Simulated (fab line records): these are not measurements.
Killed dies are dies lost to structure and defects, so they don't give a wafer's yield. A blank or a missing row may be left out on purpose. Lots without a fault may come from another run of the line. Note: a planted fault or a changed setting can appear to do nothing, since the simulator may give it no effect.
Which of the tools did it?	flow berkeley_cmos170	14 lots with 42 wafers sampled at 5 steps, on a route of 331 steps

## WHAT THE GAUGES SHOWED, per wafer
UCB170_M1_CD_MEAS_90 targets a cd of 700 nm. Usual: cd_nm at 700.8 nm, with a standard deviation of 2.5.
lot	measured	on	cd_nm (nm)	flag
L625	day 7 06:31	cd_sem-01	701.6 702.8 702.1	
L627	day 7 15:46	cd_sem-02	700.9 702.7 699.0	
L626	day 7 16:49	cd_sem-01	694.4 698.8 698.7	
L628	day 8 10:52	cd_sem-01	696.2 700.0 699.9	
L629	day 8 11:04	cd_sem-01	697.6 699.9 697.9	
L631	day 8 11:38	cd_sem-01	697.0 696.2 696.7	
L633	day 8 23:17	cd_sem-01	700.7 698.7 700.8	
L636	day 9 13:23	cd_sem-01	704.7 701.6 704.1	
L635	day 9 13:40	cd_sem-01	705.3 705.2 707.9	
L634	day 9 13:45	cd_sem-02	701.1 701.6 699.1	
L640	day 10 05:17	cd_sem-01	702.0 698.3 704.0	
L643	day 10 21:01	cd_sem-01	702.1 700.5 700.3	
L647	day 11 09:05	cd_sem-01	704.6 698.6 702.4	
L648	day 11 21:58	cd_sem-02	699.9 698.8 699.0	

UCB170_M2_CD_MEAS_15 targets a cd of 700 nm. Usual: cd_nm at 700.5 nm, with a standard deviation of 1.4.
lot	measured	on	cd_nm (nm)	flag
L625	day 7 15:22	cd_sem-01	699.2 698.5 699.7	
L627	day 8 03:45	cd_sem-02	699.3 699.4 699.8	
L626	day 8 03:40	cd_sem-01	701.4 702.1 703.3	
L628	day 8 17:56	cd_sem-01	700.0 701.3 700.8	
L629	day 8 21:07	cd_sem-01	701.2 701.7 700.3	
L631	day 8 21:25	cd_sem-01	699.9 700.9 701.2	
L633	day 9 10:14	cd_sem-01	772.3 773.6 771.9	OFF
L636	day 10 00:32	cd_sem-01	701.1 701.4 700.5	
L635	day 10 00:41	cd_sem-01	758.1 759.3 756.6	OFF
L634	day 10 02:12	cd_sem-01	698.4 699.1 700.1	
L640	day 10 14:12	cd_sem-01	699.1 698.9 697.7	
L643	day 11 08:31	cd_sem-01	699.2 698.8 698.3	
L647	day 11 17:10	cd_sem-01	700.4 700.9 701.1	
L648	day 12 04:37	cd_sem-01	699.9 700.1 698.3	

UCB170_V2_BOW_MEAS_03. Usual: V2_BOW typically reads 37 um, with standard deviation 6.7.
lot	measured	on	V2_BOW (um)	flag
L625	day 7 16:29	film_metro-03	40 35 40	
L627	day 8 04:52	film_metro-03	40 33 30	
L626	day 8 04:59	film_metro-02	41 18 40	
L628	day 8 19:11	film_metro-03	45 40 33	
L629	day 8 22:16	film_metro-01	34 38 33	
L631	day 8 22:53	film_metro-02	38 39 31	
L633	day 9 11:21	film_metro-02	51 24 34	
L636	day 10 01:39	film_metro-02	40 26 35	
L635	day 10 01:59	film_metro-02	40 38 38	
L634	day 10 03:19	film_metro-01	27 39 37	
L640	day 10 15:20	film_metro-02	38 33 31	
L643	day 11 10:07	film_metro-03	26 46 30	
L647	day 11 18:24	film_metro-02	49 37 31	
L648	day 12 05:44	film_metro-03	38 39 38	

## TOOL THAT RAN EACH LOT (tool first, then ch and the chambers of the sampled wafers, then the start)
lot	UCB170_V1_ETCH_14	UCB170_M2_EXPOSE_12
L625	rie_diel-04 ch 0,3, day 7 11:43	krf_scanner-02 ch 0, day 7 14:59
L627	rie_diel-04 ch 1,2,3, day 7 23:59	krf_scanner-01 ch 0, day 8 03:14
L626	rie_diel-02 ch 2,3, day 7 23:45	krf_scanner-01 ch 0, day 8 03:07
L628	rie_diel-02 ch 1,3, day 8 15:13	krf_scanner-01 ch 0, day 8 17:26
L629	rie_diel-02 ch 0,3, day 8 17:48	krf_scanner-02 ch 0, day 8 20:10
L631	rie_diel-04 ch 2,3, day 8 17:58	krf_scanner-01 ch 0, day 8 20:26
L633	rie_diel-04 ch 0,2,3, day 9 07:01	krf_scanner-02 ch 0, day 9 09:30
L636	rie_diel-03 ch 1,3, day 9 20:52	krf_scanner-01 ch 0, day 9 23:29
L635	rie_diel-04 ch 1,3, day 9 21:07	krf_scanner-02 ch 0, day 9 23:46
L634	rie_diel-02 ch 0,1,2, day 9 21:28	krf_scanner-01 ch 0, day 10 01:10
L640	rie_diel-02 ch 0,2, day 10 11:21	krf_scanner-01 ch 0, day 10 13:49
L643	rie_diel-02 ch 1,2, day 11 04:13	krf_scanner-01 ch 0, day 11 07:34
L647	rie_diel-02 ch 0,1,3, day 11 14:42	krf_scanner-01 ch 0, day 11 16:47
L648	rie_diel-02 ch 0,2, day 12 02:19	krf_scanner-01 ch 0, day 12 04:13
- UCB170_V1_ETCH_14: etches SiO2 in CHF3/CF4/Ar, stops on Al, target depth 1250 nm, time 291 s.
- UCB170_M2_EXPOSE_12: exposes mask METAL2, target cd 700 nm.

## WHAT THE TOOLS THEMSELVES READ (means of the sampled wafers that have a number; where no wafer has one, the mark that the record gives instead)
UCB170_V1_ETCH_14. Usual: cf4_flow_sccm 15.00 sccm, standard deviation 0.042; drypump_motor_current_A 5.80 A, standard deviation 0.29; oes_product_au 0.873 a.u., standard deviation 0.013; throttle_valve_pct 7.02 %, standard deviation 0.083.
lot	tool	cf4_flow_sccm (sccm)	drypump_motor_current_A (A)	oes_product_au (a.u.)	throttle_valve_pct (%)	flag
L625	rie_diel-04	15.00	5.80	0.896	7.09	
L627	rie_diel-04	15.02	5.96	0.881	7.06	
L626	rie_diel-02	15.04	5.94	0.883	6.88	
L628	rie_diel-02	14.96	5.64	0.870	6.91	
L629	rie_diel-02	15.02	5.95	0.877	7.04	
L631	rie_diel-04	15.02	6.04	0.875	7.02	
L633	rie_diel-04	15.01	5.91	0.882	7.06	
L636	rie_diel-03	15.03	5.64	0.861	6.99	
L635	rie_diel-04	14.99	5.88	0.888	7.10	
L634	rie_diel-02	14.99	5.95	0.867	7.00	
L640	rie_diel-02	15.05	6.12	0.868	7.04	
L643	rie_diel-02	15.00	5.93	0.872	6.91	
L647	rie_diel-02	14.98	5.80	0.872	7.00	
L648	rie_diel-02	15.02	6.11	0.872	7.04	

UCB170_M2_EXPOSE_12. Usual: exposure_dose_mJ_cm2 25.998, standard deviation 0.026; stage_vel_mm_s 500.01 mm/s, standard deviation 0.27.
lot	tool	exposure_dose_mJ_cm2	stage_vel_mm_s (mm/s)	flag
L625	krf_scanner-02	26.016	500.05	
L627	krf_scanner-01	25.999	499.83	
L626	krf_scanner-01	26.004	499.93	
L628	krf_scanner-01	26.003	500.42	
L629	krf_scanner-02	25.998	499.89	
L631	krf_scanner-01	25.977	500.22	
L633	krf_scanner-02	17.222	499.72	OFF
L636	krf_scanner-01	25.999	500.33	
L635	krf_scanner-02	18.954	499.97	OFF
L634	krf_scanner-01	25.990	499.92	
L640	krf_scanner-01	25.999	500.05	
L643	krf_scanner-01	26.018	500.17	
L647	krf_scanner-01	25.982	499.69	
L648	krf_scanner-01	25.999	499.92	

## THE ANSWER, worked out from the rows above alone
Rule: take the mean of a lot's wafers that have a number; if it is more than 3 standard deviations from the usual mean, the lot is off. A lot without any number at a reading at which 4 lots or more have one is off too. Any other lot the step has rows for is counted as sound. The gauges are gone through in route order, then the tools' own readings, and for those a lot's mean is taken as printed above. The first step at which some lot is off is used, and at that step the reading that is off furthest; a lot without a number counts as furthest.
Off at UCB170_M2_CD_MEAS_15 (cd_nm): L633, L635.
A tool fits if, at a process step before that reading, it ran every lot that is off, and no sound lot after the first of them. The gauges at UCB170_M2_CD_MEAS_15 aren't tried: what is off there is off at UCB170_M2_EXPOSE_12 too, on other tools, and a gauge's error can't cause that. This does not decide it: 2 tools fit, namely rie_diel-04 at UCB170_V1_ETCH_14 and krf_scanner-02 at UCB170_M2_EXPOSE_12.

## WHAT THE SIMULATOR HAD INSERTED
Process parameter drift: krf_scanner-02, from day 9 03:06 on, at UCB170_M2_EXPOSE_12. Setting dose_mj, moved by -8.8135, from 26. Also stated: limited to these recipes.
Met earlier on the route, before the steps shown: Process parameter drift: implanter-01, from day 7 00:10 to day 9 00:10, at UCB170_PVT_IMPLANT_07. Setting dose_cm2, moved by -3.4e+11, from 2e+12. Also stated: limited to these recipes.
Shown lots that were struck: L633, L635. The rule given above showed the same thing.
